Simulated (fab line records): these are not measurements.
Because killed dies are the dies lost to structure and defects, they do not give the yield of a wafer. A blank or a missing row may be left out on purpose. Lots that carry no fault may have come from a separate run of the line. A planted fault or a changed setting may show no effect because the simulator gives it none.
The tool behind it: which one? / flow ritCmos / 21 wafers sampled from 7 lots at 1 step of a route of 202

## WHAT THE GAUGES SHOWED, per wafer
RIT_NRETRO_OVL_MEAS_06.
lot=L691; measured=day 2 15:52; on=overlay-02; NRETRO_OVL (nm)=-2.2 -1.9 -2.7
lot=L693; measured=day 3 02:04; on=overlay-01; NRETRO_OVL (nm)=1.3 2.0 1.4
lot=L700; measured=day 4 13:35; on=overlay-02; NRETRO_OVL (nm)=2.0 0.2 0.1
lot=L704; measured=day 5 09:17; on=overlay-02; NRETRO_OVL (nm)=-0.4 -0.8 0.1
lot=L706; measured=day 5 18:09; on=overlay-01; NRETRO_OVL (nm)=0.5 0.7 0.5
lot=L708; measured=day 6 05:18; on=overlay-01; NRETRO_OVL (nm)=-0.2 0.2 -1.1
lot=L712; measured=day 7 00:01; on=overlay-02; NRETRO_OVL (nm)=-1.4 -1.1 -3.3

## WHICH TOOL RAN EACH LOT (tool, then ch and the chambers of the sampled wafers, then the start)
Record: no process step prior to these readings.

## THE ANSWER, worked out from the rows above alone
Rule: the lots themselves supply what counts as usual. Put in order of their means at a reading, lots are off if they are a third of the lots or fewer, leave a main group of 4 or more, and stand apart from it by a gap of 3 or more times the standard deviation of the main group's means; of several such gaps the widest counts. The tables above print the reading to a certain number of digits; a main group whose means all agree to those digits is not used. A lot without any number at a reading at which 4 lots or more have one is off too. Where the step has rows for the other lots, those lots are counted as sound.
None of the lots is off at any reading shown; this tells nothing.

## WHAT HAD BEEN PUT IN BY THE SIMULATOR
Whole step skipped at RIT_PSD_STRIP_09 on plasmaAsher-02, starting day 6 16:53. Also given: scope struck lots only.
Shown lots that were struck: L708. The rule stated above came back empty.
